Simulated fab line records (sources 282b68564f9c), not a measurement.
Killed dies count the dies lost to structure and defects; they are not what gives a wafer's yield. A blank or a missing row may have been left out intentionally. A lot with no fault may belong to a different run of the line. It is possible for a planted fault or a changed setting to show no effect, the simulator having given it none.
A lot that was struck, set against a sound lot / flow rit cmos / 15 steps out of a route of 202
Sound: wafers L156.1, L156.2, L156.4. Struck: wafer L173.6 (left out: L173.1, L173.5 of the same lot, which were not struck); the cause appears at the end.
At each step with rows: each side's tool, then ch and its chambers, then its first start. Under that, the readings that differ: sound wafers / struck wafers / difference of the means / sigmas: that difference in standard deviations of wafers without a fault.
alike: words and numbers the same on both sides, and readings whose means are apart by under 2 such deviations; not compared: readings that were withheld, readings missing a value for some wafer, numbers with overlapping values and no deviation given by the record, and bounds like >300 which may hide the same value.
A row with sigmas, a row that says differs or no value, or rows on one side alone: a step with any of these is where the two part. Numbers that don't overlap but have no deviation are shown without sigmas and don't part them. A reading missing from all wafers of one side parts the sides only when that side holds two or more wafers.

RIT_GATE_THK_MEAS_07:
  sound: film metro-01 at day 2 13:50; struck: film metro-02 at day 5 22:17
reading=GATE_OXIDE_THK (nm); sound=2.90 2.80 2.81; struck=3.16; difference=+0.32; sigmas=+4
then, 1 step without rows for these wafers: RIT_GATE_CVD_08 (deposits poly-Si from SiH4, target thk 250 nm, time 2220 s).
RIT_GATE_THK_MEAS_09:
  sound: film metro-01 at day 2 16:19; struck: film metro-03 at day 5 23:58
  alike: GATE_POLY_THK
then, 6 steps without rows for these wafers: RIT_GATE_HMDS_10 (prime time 60 s); RIT_GATE_COAT_11 (resist thk 850 nm); RIT_GATE_SOFTBAKE_12 (time 60 s); RIT_GATE_EXPOSE_13 (exposes mask M6, target cd 150 nm); RIT_GATE_PEB_14; RIT_GATE_DEVELOP_15 (develop time 48.59 s).
RIT_GATE_CD_MEAS_16 targets a cd of 150 nm.
  sound: cd sem-01 at day 2 17:28; struck: cd sem-01 at day 6 00:53
  alike: cd nm
RIT_GATE_OVL_MEAS_17:
  sound: overlay-01 at day 2 17:35; struck: overlay-01 at day 6 01:00
  alike: GATE_OVL
then, 1 step without rows for these wafers: RIT_GATE_HARDBAKE_18 (time 60 s).
RIT_GATE_ETCH_19: etches poly-Si in SF6/CHF3/O2, stops on SiO2, time 165 s, target depth 312.5 nm.
  sound on rie si-01 ch 0,3, day 2 17:46; struck on rie si-02 ch 1, day 6 01:11
reading=model.NOVOLAK_of_GATE_COAT_11.thk nm (nm); sound=671.9 670.8 668.2; struck=641.6; difference=-28.7; sigmas=
  alike: SF6_flow_sccm, drypump motor current A, oes product au, throttle valve pct
  not compared: rf hours counter h
RIT_GATE_STRIP_20: strips in O2, time 180 s.
  sound on plasma asher-02 ch 0,1, day 2 17:53; struck on plasma asher-03 ch 1, day 6 01:17
  alike: drypump motor current A
  not compared: rf hours counter h
RIT_M1_PROBE_99:
  sound: prober-02 at day 3 16:05; struck: prober-02 at day 6 21:30
reading=model.etest.pmos turned.r on ohm um; sound=3153 3094 3120; struck=3163; difference=+41; sigmas=
reading=model.etest.pmos_0p15.drive ua um; sound=276.3 282.4 275.6; struck=272.7; difference=-5.4; sigmas=
reading=model.etest.pmos turned.drive ua um; sound=219.4 220.8 216.2; struck=210.6; difference=-8.2; sigmas=
reading=model.etest.pwell pinched.rs ohm sq; sound=468.2 473.9 463.1; struck=482.2; difference=+13.8; sigmas=
reading=model.etest.nwell pinched.rs ohm sq; sound=342.9 343.3 334.5; struck=359.8; difference=+19.6; sigmas=
reading=model.etest.pmos_0p15.swing mv dec; sound=83.25 83.43 82.75; struck=87.36; difference=+4.22; sigmas=
reading=model.etest.ring.delay ps; sound=26.65 25.89 26.78; struck=26.99; difference=+0.55; sigmas=
  alike: killed_at_M0_to_M3, killed at contacts, killed at front end, killed dies, killed open, killed short
  not compared: model.etest.pmos_0p15.r on ohm um

## WHERE THEY PART
Within this record, at RIT_GATE_THK_MEAS_07 only. Later steps at which nothing parts them and some readings are alike: RIT_GATE_THK_MEAS_09, RIT_GATE_CD_MEAS_16, RIT_GATE_OVL_MEAS_17, RIT_GATE_ETCH_19, RIT_GATE_STRIP_20, RIT_M1_PROBE_99.

WHY: the cause the simulator had injected
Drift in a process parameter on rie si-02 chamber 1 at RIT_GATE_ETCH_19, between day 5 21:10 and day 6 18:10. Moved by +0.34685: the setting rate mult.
